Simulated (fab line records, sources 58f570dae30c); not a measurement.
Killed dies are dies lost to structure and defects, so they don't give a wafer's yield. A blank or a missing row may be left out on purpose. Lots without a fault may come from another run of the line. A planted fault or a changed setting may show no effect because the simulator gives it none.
One fault seen from 2 desks | flow berkeley_cmos170 | each desk has only its own numbers; what lay behind them comes last

THE TOOL OWNER'S DESK: cmp-02
The tool's own readings at UCB170_V2_CMP_02 (polishes SiO2): means of the sampled wafers that have a number, for each lot that ran on this tool. A lot is out of limits, marked OUT, if its mean lies more than 4 standard deviations from the usual mean; the brackets give that distance.
Columns: A = motor_current_A at UCB170_V2_CMP_02, usual 15.6 A
lot  | first seen here | A
L481 | day 7 10:18     | 15.0
L482 | day 7 15:59     | 14.3
L484 | day 7 16:42     | 14.1
This desk's finding: nothing out of limits on any of the 3 lots.

THE METROLOGY DESK
What the gauges read, lot by lot, whatever tool the lot ran on: means of the sampled wafers that have a number. A lot is out of limits, marked OUT, if its mean lies more than 4 standard deviations from the usual mean; the brackets give that distance.
Columns: A = M2_OVL at UCB170_M2_OVL_MEAS_16, usual 4 nm
lot  | first seen here | A
L481 | day 7 09:33     | 10
L482 | day 7 15:17     | 7
L484 | day 7 15:59     | -2
L490 | day 9 04:22     | -2
L492 | day 9 21:17     | 4
L491 | day 9 21:53     | 6
L494 | day 10 07:45    | 4
L495 | day 10 15:33    | 7
L496 | day 10 16:06    | 2
L497 | day 10 22:14    | -5
L499 | day 11 02:37    | 5
L498 | day 11 02:52    | 2
L500 | day 11 14:01    | 6
L502 | day 11 22:50    | 10
This desk's finding: nothing out of limits on any of the 14 lots.

PUT TOGETHER
The tool owner's desk saw nothing out of limits.
The metrology desk saw nothing out of limits.

WHAT THE SIMULATOR HAD PUT IN
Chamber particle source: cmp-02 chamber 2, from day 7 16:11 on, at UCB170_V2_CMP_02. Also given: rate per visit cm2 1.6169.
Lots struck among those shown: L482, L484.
